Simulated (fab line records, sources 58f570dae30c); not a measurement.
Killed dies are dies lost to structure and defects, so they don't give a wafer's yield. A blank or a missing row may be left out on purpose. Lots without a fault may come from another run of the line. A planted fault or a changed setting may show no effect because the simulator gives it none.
Tool commonality check | flow berkeley_cmos170 | 14 lots, 42 wafers sampled

WHY IT WAS OPENED
At UCB170_SDANNEAL_RS_MEAS_04 the reading PLDD_RS is flagged on 2 of 14 lots. Wafers without a fault read 1032.5 ohm/sq, standard deviation 2.4.
Rule: a lot is flagged when every wafer of it that has a number lies more than 4 standard deviations from that mean, or none has a number. The other lots count as sound.

lot  | measured     | on            | PLDD_RS (ohm/sq), wafer by wafer | flag
L488 | day 6 17:18  | film_metro-04 | 1029.7 1032.3 1032.1             |
L489 | day 6 17:49  | film_metro-01 | 1030.6 1031.2 1030.0             |
L492 | day 7 17:05  | film_metro-04 | 1034.6 1035.4 1036.2             |
L493 | day 7 17:17  | film_metro-03 | 1033.0 1034.9 1033.0             |
L494 | day 8 00:29  | film_metro-03 | 1029.0 1033.4 1032.5             |
L498 | day 9 05:53  | film_metro-04 | 1032.2 1039.0 1035.7             |
L500 | day 9 13:41  | film_metro-03 | 1030.1 1027.4 1027.7             |
L502 | day 9 16:52  | film_metro-04 | 977.3 977.0 979.5                | FLAGGED
L503 | day 9 17:15  | film_metro-01 | 1033.4 1033.3 1033.4             |
L504 | day 9 17:22  | film_metro-03 | 1030.5 1032.7 1034.2             |
L506 | day 10 04:00 | film_metro-03 | 979.1 976.7 980.5                | FLAGGED
L508 | day 11 02:43 | film_metro-01 | 1030.5 1032.3 1032.1             |
L509 | day 11 04:46 | film_metro-03 | 1034.0 1036.1 1031.7             |
L510 | day 11 12:23 | film_metro-01 | 1029.8 1028.0 1032.0             |
The numbers of the flagged lots are 978.4 ohm/sq on average: -54.1 ohm/sq against the usual, or -23 standard deviations.

WHICH TOOL RAN EACH LOT
The record holds 2 process steps before the reading, out of a route of 331 steps. In each cell: the tool, then ch and the chambers that the sampled wafers went through, then the start.
lot  | flag    | UCB170_PWELL_STRIP_16               | UCB170_PLDD_IMPLANT_08
L488 |         | plasma_asher-02 ch 0,1, day 2 23:38 | implanter-03 ch 0, day 6 04:24
L489 |         | plasma_asher-04 ch 0,1, day 3 05:17 | implanter-01 ch 0, day 6 04:31
L492 |         | plasma_asher-03 ch 0,1, day 4 01:01 | implanter-03 ch 0, day 7 05:08
L493 |         | plasma_asher-04 ch 0,1, day 4 01:08 | implanter-02 ch 0, day 7 05:04
L494 |         | plasma_asher-03 ch 0,1, day 4 07:01 | implanter-03 ch 0, day 7 09:17
L498 |         | plasma_asher-03 ch 0,1, day 5 09:35 | implanter-02 ch 0, day 8 12:45
L500 |         | plasma_asher-02 ch 0,1, day 5 17:45 | implanter-01 ch 0, day 8 21:55
L502 | FLAGGED | plasma_asher-04 ch 1, day 6 05:05   | implanter-03 ch 0, day 9 05:32
L503 |         | plasma_asher-03 ch 0,1, day 6 04:59 | implanter-02 ch 0, day 9 05:39
L504 |         | plasma_asher-03 ch 0,1, day 6 05:21 | implanter-01 ch 0, day 9 05:32
L506 | FLAGGED | plasma_asher-04 ch 0,1, day 6 18:13 | implanter-03 ch 0, day 9 14:32
L508 |         | plasma_asher-04 ch 0,1, day 7 02:15 | implanter-01 ch 0, day 10 12:47
L509 |         | plasma_asher-02 ch 0,1, day 7 09:28 | implanter-02 ch 0, day 10 16:51
L510 |         | plasma_asher-04 ch 0,1, day 7 14:49 | implanter-02 ch 0, day 11 00:45
What these steps do:
- UCB170_PWELL_STRIP_16: strips in O2.
- UCB170_PLDD_IMPLANT_08
- UCB170_SDANNEAL_RS_MEAS_04: measures by four-point-probe.

FLAGGED OVER TOTAL, TOOL BY TOOL (the gauges that took the reading come last)
step                       | tool            | lots run | flagged | share of the flagged lots | sound lots run after its first flagged lot
UCB170_PWELL_STRIP_16      | plasma_asher-02 | 3        | 0       | none                      | -
UCB170_PWELL_STRIP_16      | plasma_asher-03 | 5        | 0       | none                      | -
UCB170_PWELL_STRIP_16      | plasma_asher-04 | 6        | 2       | all                       | 2 (L508,L510)
UCB170_PLDD_IMPLANT_08     | implanter-01    | 4        | 0       | none                      | -
UCB170_PLDD_IMPLANT_08     | implanter-02    | 5        | 0       | none                      | -
UCB170_PLDD_IMPLANT_08     | implanter-03    | 5        | 2       | all                       | 0
UCB170_SDANNEAL_RS_MEAS_04 | film_metro-01   | 4        | 0       | none                      | -
UCB170_SDANNEAL_RS_MEAS_04 | film_metro-03   | 6        | 1       | some                      | 1 (L509)
UCB170_SDANNEAL_RS_MEAS_04 | film_metro-04   | 4        | 1       | some                      | 0

WHAT THE TABLE ALLOWS
2 rows of the table ran every flagged lot: plasma_asher-04 at UCB170_PWELL_STRIP_16, implanter-03 at UCB170_PLDD_IMPLANT_08.
- plasma_asher-04 at UCB170_PWELL_STRIP_16: 2 of its 6 lots flagged. Sound lots ran on it after the first flagged one (L508, L510), which a lasting fault on the whole tool wouldn't allow.
- implanter-03 at UCB170_PLDD_IMPLANT_08: 2 of its 5 lots flagged. Its last sound lot is L494 (day 7 09:17), its first flagged lot L502 (day 9 05:32): a fault that began between those two fits. Its own readings lie more than 4 standard deviations out on every wafer of the flagged lots: dose_ions_cm2, faraday_current_uA.
One tool is left: implanter-03 at UCB170_PLDD_IMPLANT_08.

WHAT THE SIMULATOR HAD PUT IN
Process parameter drift: implanter-03, from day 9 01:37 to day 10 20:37, at UCB170_PLDD_IMPLANT_08. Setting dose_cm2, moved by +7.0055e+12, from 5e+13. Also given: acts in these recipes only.
Lots struck among those shown: L502, L506. The rule above found the same.
